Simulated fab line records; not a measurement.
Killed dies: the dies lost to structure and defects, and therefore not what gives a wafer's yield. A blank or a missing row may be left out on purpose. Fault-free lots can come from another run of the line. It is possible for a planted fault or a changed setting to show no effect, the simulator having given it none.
Comparing a struck lot with a sound one    flow rit cmos    39 steps out of a route of 202
Sound: these wafers, L173.1, L173.3, L173.4. Struck: wafers L172.2, L172.3, L172.4. The cause is given at the end.
For every step that has rows: the tool of each side, followed by ch and its chambers, followed by its first start. Under that, the readings that differ: sound wafers    struck wafers    difference of the means    sigmas: that difference in standard deviations of wafers without a fault.
alike: readings with means less than 2 such deviations apart, plus words and numbers identical on both sides. not compared: withheld readings, readings lacking a value on some wafer, bounds such as >300 that could conceal the same value, and numbers that have no deviation in the record and whose values overlap.
A row with sigmas, a row that says differs or no value, or rows on one side alone: a step with any of these is where the two part. Non-overlapping numbers with no deviation appear without sigmas and do not part them. A reading that every wafer of one side lacks parts them only if that side has two wafers or more.

first, 3 steps without rows for these wafers: RIT_GATE_EXPOSE_13 (exposes mask M6, target cd 150 nm); RIT_GATE_PEB_14; RIT_GATE_DEVELOP_15 (develop time 50 s).
RIT_GATE_CD_MEAS_16 targets a cd of 150 nm.
  sound on cd sem-01 at day 7 02:49; struck on cd sem-02 at day 6 22:14
reading     sound              struck             difference  sigmas
cd nm (nm)  148.2 146.7 145.7  155.2 152.2 152.9  +6.6        +3
RIT_GATE_OVL_MEAS_17:
  sound on overlay-02 at day 7 02:56; struck on overlay-02 at day 6 22:20
  alike: GATE_OVL
then, 1 step without rows for these wafers: RIT_GATE_HARDBAKE_18 (time 60 s).
RIT_GATE_ETCH_19: etches poly-Si in SF6/CHF3/O2, stops on SiO2, time 165 s, target depth 312.5 nm.
  sound on rie si-01 ch 1,2,3, day 7 03:07; struck on rie si-02 ch 1,2,3, day 6 22:31
  alike: CHF3_flow_sccm, drypump motor current A, oes product au, rf fwd power W, throttle valve pct
  not compared: rf hours counter h
RIT_GATE_STRIP_20: strips in O2, time 180 s.
  sound on plasma asher-01 ch 0,1, day 7 03:13; struck on plasma asher-04 ch 0,1, day 6 22:38
  alike: drypump motor current A
  not compared: rf hours counter h
RIT_GATE_CD_MEAS_90 targets a cd of 150 nm.
  sound on cd sem-02 at day 7 03:24; struck on cd sem-02 at day 6 22:49
reading     sound              struck             difference  sigmas
cd nm (nm)  148.5 146.6 146.1  155.7 152.2 153.1  +6.6        +3
then, 3 steps without rows for these wafers: RIT_REOX_CLEAN_00 (cleans in SC1, time 600 s); RIT_REOX_CLEAN_01 (cleans in dHF, time 30 s); RIT_REOX_CLEAN_02 (cleans in SC2, time 600 s).
RIT_REOX_OXIDATION_03: target thk 25.2 nm, ox time 5580 s.
  sound on furnace-02 ch 0, day 7 03:54; struck on furnace-03 ch 0, day 6 23:19
reading                                      sound              struck             difference  sigmas
ox time s (s)                                5580 5580 5580     8370 8370 8370     +2790       
model.SiO2_of_REOX_OXIDATION_03.thk nm (nm)  25.25 24.7 25.04   32.2 32.78 32.7    +7.6        
model.poly-Si_of_GATE_CVD_08.thk nm (nm)     233.6 236.3 233.4  225.5 226.4 226.6  -8.3        
RIT_REOX_THK_MEAS_04:
  sound on film metro-02 at day 7 06:27; struck on film metro-02 at day 7 01:53
reading              sound           struck          difference  sigmas
REOX_OXIDE_THK (nm)  25.2 24.7 25.1  32.2 32.8 32.7  +7.6        +18
then, 6 steps without rows for these wafers: RIT_NLDD_HMDS_00 (prime time 60 s); RIT_NLDD_COAT_01 (resist thk 1000 nm); RIT_NLDD_SOFTBAKE_02 (time 60 s); RIT_NLDD_EXPOSE_03 (exposes mask M7, target cd 40700 nm); RIT_NLDD_PEB_04; RIT_NLDD_DEVELOP_05 (develop time 50 s).
RIT_NLDD_OVL_MEAS_06:
  sound on overlay-02 at day 7 07:22; struck on overlay-01 at day 7 02:56
  alike: NLDD_OVL
then, 2 steps without rows for these wafers: RIT_NLDD_HARDBAKE_07 (time 60 s); RIT_NLDD_IMPLANT_08.
RIT_NLDD_STRIP_09: strips in O2, time 180 s.
  sound on plasma asher-02 ch 0,1, day 7 07:43; struck on plasma asher-02 ch 0,1, day 7 03:25
  alike: drypump motor current A
  not compared: rf hours counter h
RIT_NLDD_TW_MEAS_10:
  sound on film metro-03 at day 7 07:53; struck on film metro-03 at day 7 03:36
  alike: NLDD_TW
then, 6 steps without rows for these wafers: RIT_PLDD_HMDS_00 (prime time 60 s); RIT_PLDD_COAT_01 (resist thk 982.6 nm); RIT_PLDD_SOFTBAKE_02 (time 60 s); RIT_PLDD_EXPOSE_03 (exposes mask M8, target cd 40900 nm); RIT_PLDD_PEB_04; RIT_PLDD_DEVELOP_05 (develop time 50 s).
RIT_PLDD_OVL_MEAS_06:
  sound on overlay-02 at day 7 08:52; struck on overlay-01 at day 7 04:30
  alike: PLDD_OVL
then, 2 steps without rows for these wafers: RIT_PLDD_HARDBAKE_07 (time 60 s); RIT_PLDD_IMPLANT_08.
RIT_PLDD_STRIP_09: strips in O2, time 180 s.
  sound on plasma asher-01 ch 0,1, day 7 09:12; struck on plasma asher-01 ch 0,1, day 7 04:50
  alike: drypump motor current A
  not compared: rf hours counter h
RIT_PLDD_TW_MEAS_10:
  sound on film metro-03 at day 7 09:22; struck on film metro-02 at day 7 05:01
  alike: PLDD_TW
RIT_SPACER_CLEAN_00: cleans in SC1, time 600 s.
  sound on wet bench-04 ch 0, day 7 09:26; struck on wet bench-01 ch 1, day 7 05:04
reading                                      sound              struck            difference  sigmas
model.SiO2_of_REOX_OXIDATION_03.thk nm (nm)  23.32 22.82 23.12  29.7 30.23 30.16  +6.9        
then, 1 step without rows for these wafers: RIT_SPACER_CLEAN_01 (cleans in dHF, time 30 s).
RIT_M1_PROBE_99:
  sound on prober-02 at day 7 23:05; struck on prober-01 at day 7 18:50
reading                              sound              struck             difference  sigmas
model.etest.pmos turned.r on ohm um  3418 3313 3388     7541 8798 8544     +4921       
model.etest.pmos_0p3.r on ohm um     6375 6204 6370     7839 8008 7968     +1622       
model.etest.pmos_0p15.r on ohm um    2748 2630 2711     4265 4412 4402     +1663       
model.etest.pldd.rs ohm sq           517.5 497.8 508.3  1333 1485 1460     +918        
model.etest.nmos_0p15.r on ohm um    1074 1052 1086     1476 1532 1535     +444        
model.etest.nmos_0p3.r on ohm um     2137 2108 2151     2531 2575 2577     +429        
model.etest.pldd.line ohm um         162.3 155.9 160.2  422.2 475.9 456.2  +292.0      
model.etest.nldd.rs ohm sq           376.6 369.1 375.4  589.7 620.8 616.9  +235.4      
  alike: killed at contacts, killed at front end, killed dies, killed open, killed short

== WHERE THEY PART ==
Last at RIT_REOX_THK_MEAS_04 as far as this record goes, first at RIT_GATE_CD_MEAS_16. Later steps at which nothing parts them and some readings are alike: RIT_NLDD_OVL_MEAS_06, RIT_NLDD_STRIP_09, RIT_NLDD_TW_MEAS_10, RIT_PLDD_OVL_MEAS_06, RIT_PLDD_STRIP_09, RIT_PLDD_TW_MEAS_10, RIT_M1_PROBE_99.

WHY: whatever the simulator had introduced
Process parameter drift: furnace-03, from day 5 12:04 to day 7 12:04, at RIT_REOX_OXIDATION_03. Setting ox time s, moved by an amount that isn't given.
